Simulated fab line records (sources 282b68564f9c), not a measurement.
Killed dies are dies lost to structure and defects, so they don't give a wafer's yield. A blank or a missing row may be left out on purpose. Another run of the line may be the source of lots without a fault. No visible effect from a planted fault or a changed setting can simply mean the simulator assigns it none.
Which tool did it? / flow rit cmos / 7 lots, 21 wafers sampled, at 1 step of a route of 202

== WHAT THE GAUGES SHOWED, per wafer ==
RIT_CONTACT_THK_MEAS_01.
lot=L742; measured=day 3 18:48; on=film metro-03; CONTACT_TEOS_THK (nm)=401 397 405
lot=L744; measured=day 4 07:05; on=film metro-02; CONTACT_TEOS_THK (nm)=401 402 408
lot=L746; measured=day 4 14:46; on=film metro-03; CONTACT_TEOS_THK (nm)=393 403 398
lot=L749; measured=day 5 08:29; on=film metro-03; CONTACT_TEOS_THK (nm)=398 407 405
lot=L753; measured=day 6 02:37; on=film metro-03; CONTACT_TEOS_THK (nm)=401 400 406
lot=L757; measured=day 7 15:13; on=film metro-02; CONTACT_TEOS_THK (nm)=400 405 410
lot=L761; measured=day 8 07:20; on=film metro-03; CONTACT_TEOS_THK (nm)=401 403 412

== TOOL THAT RAN EACH LOT (tool first, then ch and the chambers of the sampled wafers, then the start) ==
Record: no process step prior to these readings.

== THE ANSWER, worked out from the rows above alone ==
Rule: what is usual is taken from the lots themselves. Put in order of their means at a reading, lots are off if they are a third of the lots or fewer, leave a main group of 4 or more, and stand apart from it by a gap of 3 or more times the standard deviation of the main group's means; of several such gaps the widest counts. Not used: any main group whose means are identical at the precision the tables above print for the reading. A lot without any number at a reading at which 4 lots or more have one is off too. All remaining lots with rows at the step are treated as sound.
No lot is off at any reading shown: from this, nothing can be told.

== WHAT THE SIMULATOR HAD PUT IN ==
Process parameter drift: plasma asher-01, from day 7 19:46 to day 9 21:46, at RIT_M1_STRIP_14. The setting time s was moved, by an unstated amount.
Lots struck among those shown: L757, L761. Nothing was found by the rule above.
